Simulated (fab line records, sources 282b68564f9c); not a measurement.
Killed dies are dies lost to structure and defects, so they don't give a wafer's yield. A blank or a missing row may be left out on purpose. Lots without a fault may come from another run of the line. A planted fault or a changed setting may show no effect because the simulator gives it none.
A struck lot beside a sound one | flow rit_cmos | 28 steps out of a route of 202
Sound: wafers L720.2, L720.5, L720.6. Struck: wafers L713.1, L713.2, L713.4. The cause comes at the end.
At each step with rows: each side's tool, then ch and its chambers, then its first start. Under that, the readings that differ: sound wafers | struck wafers | difference of the means | sigmas: that difference in standard deviations of wafers without a fault.
alike: readings whose means differ by less than 2 such deviations, and words and numbers that are the same on both sides. not compared: withheld readings, readings that some wafer has no value for, bounds like >300 that may hide the same value, and numbers for which the record gives no deviation and whose values overlap.
The two part at a step that has a row with sigmas, a row that says differs or no value, or rows on one side only. Numbers that don't overlap but have no deviation are shown without sigmas and don't part them. A reading that every wafer of one side lacks parts them only if that side has two wafers or more.

RIT_ACTIVE_BOW_MEAS_00:
  sound on film_metro-02, day 4 08:01; struck on film_metro-01, day 2 21:00
  alike: INCOMING_BOW
RIT_ACTIVE_OXIDATION_01: target thk 46.8 nm, ox time 3360 s.
  sound on furnace-01 ch 0, day 4 08:07; struck on furnace-01 ch 0, day 2 23:18
  alike: spike_tc_load_C, zone_power_centre_pct
RIT_ACTIVE_THK_MEAS_02:
  sound on film_metro-03, day 4 10:04; struck on film_metro-01, day 3 01:14
  reading               | sound          | struck         | difference | sigmas
  ACTIVE_OXIDE_THK (nm) | 41.3 41.8 41.8 | 63.3 62.5 63.1 | +21.3      | +21
then, 1 step without rows for these wafers: RIT_ACTIVE_CVD_03 (deposits Si3N4 from SiH2Cl2/NH3, target thk 150 nm, time 1500 s).
RIT_ACTIVE_THK_MEAS_04:
  sound on film_metro-03, day 4 11:32; struck on film_metro-03, day 3 04:44
  alike: ACTIVE_NITRIDE_THK
then, 6 steps without rows for these wafers: RIT_ACTIVE_HMDS_05 (prime time 60 s); RIT_ACTIVE_COAT_06 (resist thk 1000 nm); RIT_ACTIVE_SOFTBAKE_07 (time 60 s); RIT_ACTIVE_EXPOSE_08 (exposes mask M1, target cd 1400 nm); RIT_ACTIVE_PEB_09; RIT_ACTIVE_DEVELOP_10 (develop time 50 s).
RIT_ACTIVE_CD_MEAS_11: target cd 1400 nm.
  sound on cd_sem-01, day 4 12:28; struck on cd_sem-02, day 3 05:50
  reading    | sound                | struck               | difference | sigmas
  cd_nm (nm) | 1403.1 1400.9 1402.4 | 1397.6 1398.2 1398.4 | -4.1       | -2
then, 1 step without rows for these wafers: RIT_ACTIVE_HARDBAKE_12 (time 60 s).
RIT_ACTIVE_ETCH_13: etches Si3N4 in SF6, stops on SiO2, time 210 s, target depth 210 nm.
  sound on rie_diel-02 ch 0,1,3, day 4 12:43; struck on rie_diel-01 ch 0,1,2, day 3 06:11
  reading                                       | sound             | struck           | difference | sigmas
  model.SiO2_of_ACTIVE_OXIDATION_01.thk_nm (nm) | 41.38 41.69 40.95 | 61.91 62.45 62.7 | +21.01     |
  alike: drypump_motor_current_A, oes_product_au, throttle_valve_pct
  not compared: rf_hours_counter_h
RIT_ACTIVE_STRIP_14: strips in O2, time 180 s.
  sound on plasma_asher-04 ch 0,1, day 4 12:50; struck on plasma_asher-01 ch 0,1, day 3 06:19
  alike: drypump_motor_current_A
  not compared: rf_hours_counter_h
RIT_ACTIVE_CD_MEAS_90: target cd 1400 nm.
  sound on cd_sem-02, day 4 13:02; struck on cd_sem-01, day 3 06:30
  reading    | sound                | struck               | difference | sigmas
  cd_nm (nm) | 1402.8 1400.7 1402.4 | 1396.9 1398.0 1398.2 | -4.3       | -2
then, 4 steps without rows for these wafers: RIT_ACTIVE_CLEAN_15 (cleans in SC1, time 600 s); RIT_ACTIVE_CLEAN_16 (cleans in dHF, time 30 s); RIT_ACTIVE_CLEAN_17 (cleans in SC2, time 600 s); RIT_FOX1_OXIDATION_00 (target thk 350.7 nm, ox time 1130 s).
RIT_FOX1_THK_MEAS_01:
  sound on film_metro-04, day 4 15:41; struck on film_metro-01, day 3 08:43
  alike: FOX1_OXIDE_THK
then, 2 steps without rows for these wafers: RIT_FOX1_WET_ETCH_02 (etches SiO2 in BOE, target depth 350 nm, time 390 s); RIT_FOX2_OXIDATION_00 (target thk 350.7 nm, ox time 1181 s).
RIT_FOX2_THK_MEAS_01:
  sound on film_metro-04, day 4 17:10; struck on film_metro-01, day 3 10:39
  reading             | sound       | struck      | difference | sigmas
  FOX2_OXIDE_THK (nm) | 366 364 364 | 347 345 348 | -18        | -2
then, 1 step without rows for these wafers: RIT_FOX2_CLEAN_02 (cleans in dHF, time 180 s).
RIT_FOX2_WET_ETCH_03: etches Si3N4 in H3PO4, target depth 195 nm, time 2700 s.
  sound on wet_bench-04 ch 0, day 4 17:17; struck on wet_bench-01 ch 0, day 3 11:22
  reading                                       | sound             | struck            | difference | sigmas
  model.SiO2_of_ACTIVE_OXIDATION_01.thk_nm (nm) | 36.71 36.97 36.34 | 54.96 55.44 55.69 | +18.69     |
  alike: temp_c
RIT_FOX2_THK_MEAS_90:
  sound on film_metro-01, day 4 18:03; struck on film_metro-03, day 3 12:08
  reading                     | sound       | struck      | difference | sigmas
  FIELD_OXIDE_LEFT_1_THK (nm) | 339 337 336 | 320 318 321 | -18        | -2
RIT_M1_PROBE_99:
  sound on prober-01, day 6 07:52; struck on prober-02, day 5 03:41
  alike: killed_at_M0_to_M3, killed_at_contacts, killed_at_front_end, killed_dies, killed_open, killed_short

WHERE THEY PART
First at RIT_ACTIVE_THK_MEAS_02; last, within this record, at RIT_FOX2_THK_MEAS_90. Later steps at which nothing parts them and some readings are alike: RIT_M1_PROBE_99.

WHY: what the simulator had put in
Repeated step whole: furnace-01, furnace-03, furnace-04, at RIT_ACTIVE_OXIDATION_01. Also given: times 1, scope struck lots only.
